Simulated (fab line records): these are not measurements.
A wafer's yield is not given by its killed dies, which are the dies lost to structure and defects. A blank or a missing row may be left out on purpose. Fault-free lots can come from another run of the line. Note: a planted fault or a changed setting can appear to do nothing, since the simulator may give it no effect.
fab line records + flow berkeley-cmos170
record:
- lots: 6
- wafers: 18
- last-day: 12
route steps=331 shown GATE@129
lots with no fault: from the same line, run without faults
start-h: hours from the record's opening day to when the first of the lot's shown wafers began + wait-h: hours from the lot's prior step to this one + " identical to the entry in the row above + L1.1+2: a row that stands for several wafers + - no value, or no start given + * or withheld: withheld + < > ~ a bound
route shown NAME@n: names a module that has steps shown in the file, with the first one's number in the route + usual: average and standard deviation across the fault-free wafers + same: alike in all rows + chamber/n: place in a boat + sites: the reading at each site + _std_site: their standard deviation + _edge_site: outer sites' mean less inner sites' + radius-mm: for every site, how far away it sits from the centre of the wafer + mask NAME#n: copy n + behind: the tool/chamber that last shaped the wafer + hold: why the lot went on hold/how many hours it stayed there/how the hold came to an end + device: whichever transistor did not switch (one of n, p or np) + end of line: tests run on the same wafers once the route is complete + for a step that has no rows: nothing shown but its recipe + killed: at the first sort, the dies lost to defects and structure; wafer yield is something else + map: a wafer's dies, x killed, . not, _ none there
set.NAME: setting as actually run; set.NAME@STEP: the setting as run at that earlier step + model.NAME: the simulator's own value behind a step, which no gauge read
a table for each step, a row for each wafer; lots at some steps of the route
services: from which hour (start-h, from the record's first day; less than 0 if before it) a tool's chamber was out of use, for how many hours, and why
== steps ==
step: UCB170_GATE_ANNEAL_03
recipe:
- temp-c: 900
- time-s: 1800
- ambient: N2
step: UCB170_GATE_CVD_04
recipe:
- material: poly-Si
- temp-c: 610
- precursor: SiH4
- time-s: 1440
- pressure-mtorr: 375
- target-thk-nm: 214
- sih4-flow-sccm: 120
step: UCB170_GATE_THK_MEAS_05
recipe:
- reads: poly-Si_of_GATE_CVD_04
usual:
- GATE_POLY_THK: 214.2/1.9
| lot.wafer | tool          | chamber | start-h | wait-h | GATE_POLY_THK[nm] |
|-----------|---------------|---------|---------|--------|-------------------|
| L656.1    | film-metro-02 | -       | 156.80  | 0.0    | 214.3             |
| L656.2    | "             | -       | "       | "      | 214.3             |
| L656.5    | "             | -       | "       | "      | 216.7             |
| L657.3    | film-metro-01 | -       | 170.97  | 0.0    | 214.9             |
| L657.5    | "             | -       | "       | "      | 215.1             |
| L657.6    | "             | -       | "       | "      | 213.4             |
| L660.2    | film-metro-01 | -       | 184.25  | 0.0    | 214.1             |
| L660.3    | "             | -       | "       | "      | 212.6             |
| L660.6    | "             | -       | "       | "      | 214.0             |
| L663.1    | film-metro-02 | -       | 192.92  | 0.0    | 210.6             |
| L663.4    | "             | -       | "       | "      | 211.6             |
| L663.5    | "             | -       | "       | "      | 212.1             |
| L673.2    | film-metro-04 | -       | 245.90  | 0.1    | 213.6             |
| L673.3    | "             | -       | "       | "      | 213.1             |
| L673.4    | "             | -       | "       | "      | 212.2             |
| L675.1    | film-metro-04 | -       | 252.01  | 0.0    | 211.9             |
| L675.2    | "             | -       | "       | "      | 211.8             |
| L675.5    | "             | -       | "       | "      | 211.3             |
step: UCB170_GATE_COAT_06
recipe:
- resist: BARC
- temp-c: withheld
- time-s: withheld
- spin-rpm: 3000
- resist-thk-nm: withheld
step: UCB170_GATE_COAT_07
recipe:
- resist: KrF
- spin-rpm: 1500
- resist-thk-nm: 900
step: UCB170_GATE_SOFTBAKE_08
recipe:
- resist: KrF
- temp-c: 130
- time-s: 60
step: UCB170_GATE_EXPOSE_09
recipe:
- mask-id: POLY
- target-cd-nm: 350
- na: 0.5
- sigma-outer: 0.6
- source-shape: conventional
- dose-mj: 21
step: UCB170_GATE_PEB_10
recipe:
- peb-temp-c: 130
- peb-time-s: withheld
- resist: KrF
step: UCB170_GATE_DEVELOP_11
recipe:
- developer: TMAH
- develop-time-s: 45
- resist: KrF
- dev-temp-c: 21
step: UCB170_GATE_CD_MEAS_12
recipe:
- target-cd-nm: 350
usual:
- cd-nm: 349.8/1.4
| lot.wafer | tool      | chamber | start-h | wait-h | cd-nm |
|-----------|-----------|---------|---------|--------|-------|
| L656.1    | cd-sem-02 | -       | 158.37  | -      | 349.4 |
| L656.2    | "         | -       | "       | "      | 348.2 |
| L656.5    | "         | -       | "       | "      | 349.3 |
| L657.3    | cd-sem-01 | -       | 171.89  | -      | 350.6 |
| L657.5    | "         | -       | "       | "      | 350.5 |
| L657.6    | "         | -       | "       | "      | 350.2 |
| L660.2    | cd-sem-02 | -       | 185.16  | -      | 349.1 |
| L660.3    | "         | -       | "       | "      | 348.9 |
| L660.6    | "         | -       | "       | "      | 348.0 |
| L663.1    | cd-sem-01 | -       | 194.16  | -      | 350.0 |
| L663.4    | "         | -       | "       | "      | 350.0 |
| L663.5    | "         | -       | "       | "      | 349.4 |
| L673.2    | cd-sem-01 | -       | 248.55  | -      | 348.0 |
| L673.3    | "         | -       | "       | "      | 349.1 |
| L673.4    | "         | -       | "       | "      | 350.1 |
| L675.1    | cd-sem-02 | -       | 253.54  | -      | 351.1 |
| L675.2    | "         | -       | "       | "      | 349.7 |
| L675.5    | "         | -       | "       | "      | 349.2 |
step: UCB170_GATE_OVL_MEAS_13
usual:
- GATE_OVL: 0/5.9
| lot.wafer | tool       | chamber | start-h | wait-h | GATE_OVL[nm] |
|-----------|------------|---------|---------|--------|--------------|
| L656.1    | overlay-01 | -       | 158.49  | 0.1    | -12          |
| L656.2    | "          | -       | "       | "      | -9           |
| L656.5    | "          | -       | "       | "      | -7           |
| L657.3    | overlay-01 | -       | 171.98  | 0.1    | -7           |
| L657.5    | "          | -       | "       | "      | 1            |
| L657.6    | "          | -       | "       | "      | -1           |
| L660.2    | overlay-01 | -       | 185.27  | 0.1    | -7           |
| L660.3    | "          | -       | "       | "      | 2            |
| L660.6    | "          | -       | "       | "      | -7           |
| L663.1    | overlay-01 | -       | 194.28  | 0.1    | 6            |
| L663.4    | "          | -       | "       | "      | 0            |
| L663.5    | "          | -       | "       | "      | 3            |
| L673.2    | overlay-02 | -       | 248.65  | 0.1    | 1            |
| L673.3    | "          | -       | "       | "      | 3            |
| L673.4    | "          | -       | "       | "      | -2           |
| L675.1    | overlay-02 | -       | 253.66  | 0.1    | 5            |
| L675.2    | "          | -       | "       | "      | 8            |
| L675.5    | "          | -       | "       | "      | 4            |
step: UCB170_GATE_ETCH_14
recipe:
- chemistry: N2/H2
- target-depth-a: withheld
- overetch-a: withheld
- target: BARC
- time-s: withheld
- source-w: 500
- bias-w: 100
- pressure-mtorr: 30
- n2-flow-sccm: 100
- h2-flow-sccm: 200
usual:
- bias-w: 99.98/0.26
- drypump-motor-current-A: 5.4/0.38
- oes-product-au: 0.996/0.018
- throttle-valve-pct: 13.34/0.2
| lot.wafer | tool        | chamber | start-h | wait-h | bias-w | drypump-motor-current-A | oes-product-au | throttle-valve-pct |
|-----------|-------------|---------|---------|--------|--------|-------------------------|----------------|--------------------|
| L656.1    | rie-diel-01 | 3       | 158.53  | 0.0    | 99.82  | 5.3                     | 1.029          | 13.46              |
| L656.2    | "           | 1       | "       | "      | 99.85  | 5.4                     | 0.991          | 13.69              |
| L656.5    | "           | 3       | "       | "      | 99.84  | 5.3                     | 1.024          | 13.46              |
| L657.3    | rie-diel-04 | 2       | 172.00  | 0.0    | 100.39 | 4.9                     | 0.968          | 13.50              |
| L657.5    | "           | 3       | "       | "      | 99.76  | 5.5                     | 1.000          | 13.25              |
| L657.6    | "           | 0       | "       | "      | 99.46  | 5.1                     | 0.993          | 13.46              |
| L660.2    | rie-diel-03 | 0       | 185.30  | 0.0    | 100.25 | 5.3                     | 0.999          | 13.36              |
| L660.3    | "           | 1       | "       | "      | 100.05 | 6.0                     | 0.964          | 13.17              |
| L660.6    | "           | 3       | "       | "      | 99.78  | 6.2                     | 1.008          | 13.24              |
| L663.1    | rie-diel-01 | 0       | 194.32  | 0.0    | 100.13 | 5.3                     | 0.982          | 13.42              |
| L663.4    | "           | 3       | "       | "      | 99.60  | 5.3                     | 1.029          | 13.45              |
| L663.5    | "           | 2       | "       | "      | 100.07 | 4.9                     | 1.011          | 13.38              |
| L673.2    | rie-diel-03 | 1       | 248.68  | 0.0    | 99.19  | 5.9                     | 0.952          | 13.17              |
| L673.3    | "           | 3       | "       | "      | 100.12 | 6.2                     | 0.996          | 13.24              |
| L673.4    | "           | 2       | "       | "      | 99.71  | 5.0                     | 0.997          | 12.87              |
| L675.1    | rie-diel-03 | 3       | 253.70  | 0.0    | 99.65  | 6.2                     | 1.001          | 13.24              |
| L675.2    | "           | 0       | "       | "      | 99.76  | 5.3                     | 1.003          | 13.36              |
| L675.5    | "           | 3       | "       | "      | 100.15 | 6.2                     | 0.996          | 13.22              |
step: UCB170_GATE_ETCH_15
recipe:
- chemistry: HBr/Cl2
- target: poly-Si
- stop-on: SiO2
- over-etch-frac: 0.3
- icp-w: 300
- bias-w: 150
- time-s: 56.3
- pressure-mtorr: 15
- HBr_flow_sccm: 150
- Cl2_flow_sccm: 50
- target-depth-a: 2782
usual:
- bias-w: 150.0/0.45
- drypump-motor-current-A: 5.4/0.48
- he-backside-leak-sccm: 2.8/0.31
- mfc-cl2-sccm: 49.99/0.15
- oes-product-au: 0.830/0.014
- throttle-valve-pct: 26.46/0.24
| lot.wafer | tool      | chamber | start-h | wait-h | bias-w | drypump-motor-current-A | he-backside-leak-sccm | mfc-cl2-sccm | oes-product-au | rf-hours-counter-h | throttle-valve-pct | model.KrF_of_GATE_COAT_07.thk-nm |
|-----------|-----------|---------|---------|--------|--------|-------------------------|-----------------------|--------------|----------------|--------------------|--------------------|----------------------------------|
| L656.1    | rie-si-02 | 2       | 158.57  | -      | 150.4  | 4.9                     | 3.0                   | 49.78        | 0.837          | 85                 | 26.74              | 779.2                            |
| L656.2    | "         | 1       | "       | "      | 149.7  | 5.7                     | 2.5                   | 49.93        | 0.841          | 15                 | 26.45              | 780                              |
| L656.5    | "         | 1       | "       | "      | 149.8  | 5.7                     | 2.5                   | 50.06        | 0.836          | -                  | 26.46              | 776.4                            |
| L657.3    | rie-si-01 | 0       | 172.05  | -      | 149.3  | 5.9                     | 3.0                   | 50.19        | 0.839          | 36                 | 26.44              | 780.6                            |
| L657.5    | "         | 3       | "       | "      | 150.6  | 4.7                     | 2.7                   | 50.28        | 0.848          | -                  | 26.09              | 780                              |
| L657.6    | "         | 0       | "       | "      | 150.4  | 6.0                     | 3.0                   | 50.24        | 0.835          | -                  | 26.44              | 782.3                            |
| L660.2    | rie-si-02 | 3       | 185.34  | -      | 175.4  | 5.5                     | 2.7                   | 50.00        | 0.822          | 2                  | 26.43              | 772                              |
| L660.3    | "         | 2       | "       | "      | 175.9  | 4.9                     | 2.7                   | 50.06        | 0.842          | 85                 | 26.76              | 772.4                            |
| L660.6    | "         | 2       | "       | "      | 175.5  | 4.9                     | 2.9                   | 49.57        | 0.838          | -                  | 26.75              | 773.8                            |
| L663.1    | rie-si-02 | 0       | 194.36  | -      | 175.2  | 5.3                     | 2.7                   | 50.06        | 0.814          | 114                | 26.17              | 769.2                            |
| L663.4    | "         | 2       | "       | "      | 176.7  | 4.9                     | 2.9                   | 49.91        | 0.837          | 86                 | 26.74              | 772.1                            |
| L663.5    | "         | 3       | "       | "      | 175.7  | 5.5                     | 2.7                   | 49.95        | 0.816          | -                  | 26.43              | 772.4                            |
| L673.2    | rie-si-01 | 0       | 248.72  | -      | 150.2  | 6.0                     | 3.0                   | 49.91        | 0.841          | 37                 | 26.43              | 782                              |
| L673.3    | "         | 3       | "       | "      | 150.3  | 4.6                     | 2.4                   | 50.21        | 0.840          | 0                  | 26.02              | 781.6                            |
| L673.4    | "         | 2       | "       | "      | 149.1  | 6.0                     | 2.8                   | 50.06        | 0.807          | 98                 | 26.81              | 781.9                            |
| L675.1    | rie-si-01 | 2       | 253.74  | -      | 150.2  | 6.0                     | 2.9                   | 50.14        | 0.807          | 98                 | 26.81              | 775.3                            |
| L675.2    | "         | 3       | "       | "      | 150.2  | 4.7                     | 2.4                   | 49.90        | 0.818          | 0                  | 26.03              | 770.3                            |
| L675.5    | "         | 0       | "       | "      | 150.3  | 6.0                     | 2.9                   | 50.06        | 0.825          | -                  | 26.43              | 774.9                            |
step: UCB170_GATE_STRIP_16
recipe:
- chemistry: O2
- power-w: 400
- pressure-mtorr: 3500
- platen-temp-c: withheld
- o2-flow-sccm: 400
- overash-fraction: 0.5
usual:
- drypump-motor-current-A: 5.6/0.3
- oes-product-au: 0.724/0.0047
| lot.wafer | tool            | chamber | start-h | wait-h | drypump-motor-current-A | oes-product-au | rf-hours-counter-h |
|-----------|-----------------|---------|---------|--------|-------------------------|----------------|--------------------|
| L656.1    | plasma-asher-01 | 1       | 158.62  | 0.0    | 5.1                     | 0.729          | 5                  |
| L656.2    | "               | 0       | "       | "      | 5.7                     | 0.730          | 5                  |
| L656.5    | "               | 0       | "       | "      | 5.7                     | 0.730          | -                  |
| L657.3    | plasma-asher-02 | 1       | 172.13  | 0.1    | 5.5                     | 0.729          | -                  |
| L657.5    | "               | 0       | "       | "      | 5.5                     | 0.715          | -                  |
| L657.6    | "               | 1       | "       | "      | 5.4                     | 0.729          | -                  |
| L660.2    | plasma-asher-01 | 1       | 185.39  | 0.0    | 5.0                     | 0.722          | 8                  |
| L660.3    | "               | 1       | "       | "      | 5.0                     | 0.725          | -                  |
| L660.6    | "               | 0       | "       | "      | 5.7                     | 0.726          | -                  |
| L663.1    | plasma-asher-02 | 1       | 194.41  | 0.0    | 5.5                     | 0.725          | 39                 |
| L663.4    | "               | 1       | "       | "      | 5.5                     | 0.725          | -                  |
| L663.5    | "               | 0       | "       | "      | 5.5                     | 0.721          | -                  |
| L673.2    | plasma-asher-02 | 0       | 248.77  | 0.0    | 5.6                     | 0.718          | 44                 |
| L673.3    | "               | 0       | "       | "      | 5.5                     | 0.718          | -                  |
| L673.4    | "               | 1       | "       | "      | 5.4                     | 0.730          | -                  |
| L675.1    | plasma-asher-03 | 0       | 253.79  | 0.0    | 5.5                     | 0.722          | 53                 |
| L675.2    | "               | 1       | "       | "      | 6.1                     | 0.732          | 53                 |
| L675.5    | "               | 0       | "       | "      | 5.5                     | 0.723          | -                  |
== services ==
| tool            | chamber | start-h | hours | kind           |
|-----------------|---------|---------|-------|----------------|
| rie-diel-04     | -       | 143.85  | 0.2   | repair         |
| rie-diel-01     | 3       | 145.08  | 2.5   | repair         |
| rie-si-02       | 1       | 174.28  | 3.5   | repair         |
| plasma-asher-02 | -       | 185.16  | 1.3   | repair         |
| rie-diel-01     | 1       | 191.04  | 4.5   | repair         |
| rie-si-01       | 3       | 193.53  | -     | clean          |
| rie-si-01       | 3       | 193.53  | 13.8  | scheduled-down |
| rie-si-01       | 3       | 193.53  | 13.8  | vent-cycle     |
| rie-diel-03     | 0       | 197.82  | 3.2   | repair         |
| rie-diel-04     | 2       | 200.53  | 8.5   | repair         |
| rie-diel-03     | 1       | 204.97  | 11.1  | repair         |
| rie-si-02       | 0       | 208.94  | 2.2   | repair         |
| rie-si-02       | 0       | 211.16  | -     | clean          |
| rie-si-02       | 0       | 211.16  | 12.5  | scheduled-down |
| rie-si-02       | 0       | 211.16  | 12.5  | vent-cycle     |
| plasma-asher-01 | -       | 217.24  | 1.8   | repair         |
| rie-si-02       | 2       | 220.66  | 4.8   | repair         |
| plasma-asher-03 | -       | 227.57  | 1.5   | repair         |
| rie-diel-04     | 2       | 236.88  | 6.1   | repair         |
| rie-si-01       | -       | 245.15  | 2.5   | repair         |
| rie-diel-03     | -       | 246.92  | 0.4   | repair         |
| plasma-asher-01 | -       | 248.27  | 14.6  | pm             |
== key ==
first-sign:
- step: UCB170_GATE_ETCH_15
- reading: bias-w
- direction: up
- sigmas: 57
- usual: 150.0
- struck: 175.7
effect none on later readings
model-effect:
- step: UCB170_GATE_ETCH_15
- value: KrF_of_GATE_COAT_07.thk-nm
- without: 778
- struck: 772
met-at UCB170_GATE_ETCH_15
struck-wafers L660.2,L660.3,L660.6,L663.1,L663.4,L663.5
sort-left-out L663.1,L663.4,L663.5
tester-left-out L660,L663
onset-between 158.57 185.34
fault:
- kind: process-parameter-drift
- tool: rie-si-02
- chamber: -
- onset-h: 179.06
- steps: UCB170_GATE_ETCH_15
- channel: bias-w
- offset: 25.836
- shape: step
- end-h: 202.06
- stated: 150
tester-left-out: of these lots the tester's yield and bins aren't shown, on N5 and GAA mostly nor the transistor test; their killed dies are dies lost to structure and defects alone, not to doping, threshold or leakage, so they don't give the yield
sort-left-out: the simulated sort isn't trusted on such a fault, so these wafers' sort isn't shown, and their yield isn't known
